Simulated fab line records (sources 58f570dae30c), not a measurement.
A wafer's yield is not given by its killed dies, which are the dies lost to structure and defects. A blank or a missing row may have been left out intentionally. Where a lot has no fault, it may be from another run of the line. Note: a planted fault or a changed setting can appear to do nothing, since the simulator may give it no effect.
Matching of chambers	flow berkeley-cmos170	UCB170_M2_ETCH_17 on rie-diel-01 has 4 sister chambers
The step etches BARC in N2/H2. 7 wafers are shown with their chamber, then 7 later ones without.

== WAFERS PAIRED WITH THEIR CHAMBERS ==
wafer	chamber	drypump-motor-current-A (A)	throttle-valve-pct (%)
L076.2	3	5.5	13.56
L077.4	0	5.0	13.51
L083.2	2	6.5	13.48
L083.5	3	5.5	13.57
L083.6	0	5.1	13.50
L089.2	2	6.5	13.47
L089.4	1	5.9	13.32

== WAFERS WITHOUT THEIR CHAMBER ==
wafer	drypump-motor-current-A (A)	throttle-valve-pct (%)
L089.5	5.9	13.32
L093.2	5.5	13.58
L093.3	5.0	13.50
L093.4	5.9	13.31
L094.1	5.0	13.51
L094.4	5.5	13.57
L094.5	5.0	13.51

== THE CHAMBER EACH PASSED THROUGH ==
wafer	from the rows above	in truth
L089.5	1	1
L093.2	3	3
L093.3	0	0
L093.4	1	1
L094.1	0	0
L094.4	3	3
L094.5	0	0
Correctly placed: 7 of 7. Can't be placed from these rows: 0. Placed wrongly: 0.
How it was worked out, from the rows above alone: a wafer's distance from a chamber is the root of the sum, over the readings, of the square of ((its reading less the chamber's mean) divided by the reading's scatter). The wafer belongs to the nearest chamber; if the next one is less than 2 further off, it can't be placed. Each chamber's mean is taken over the wafers shown for it. The scatter: take each reading less its chamber's mean, square it, sum over the shown wafers, divide by the number of wafers less the number of chambers, and take the root.
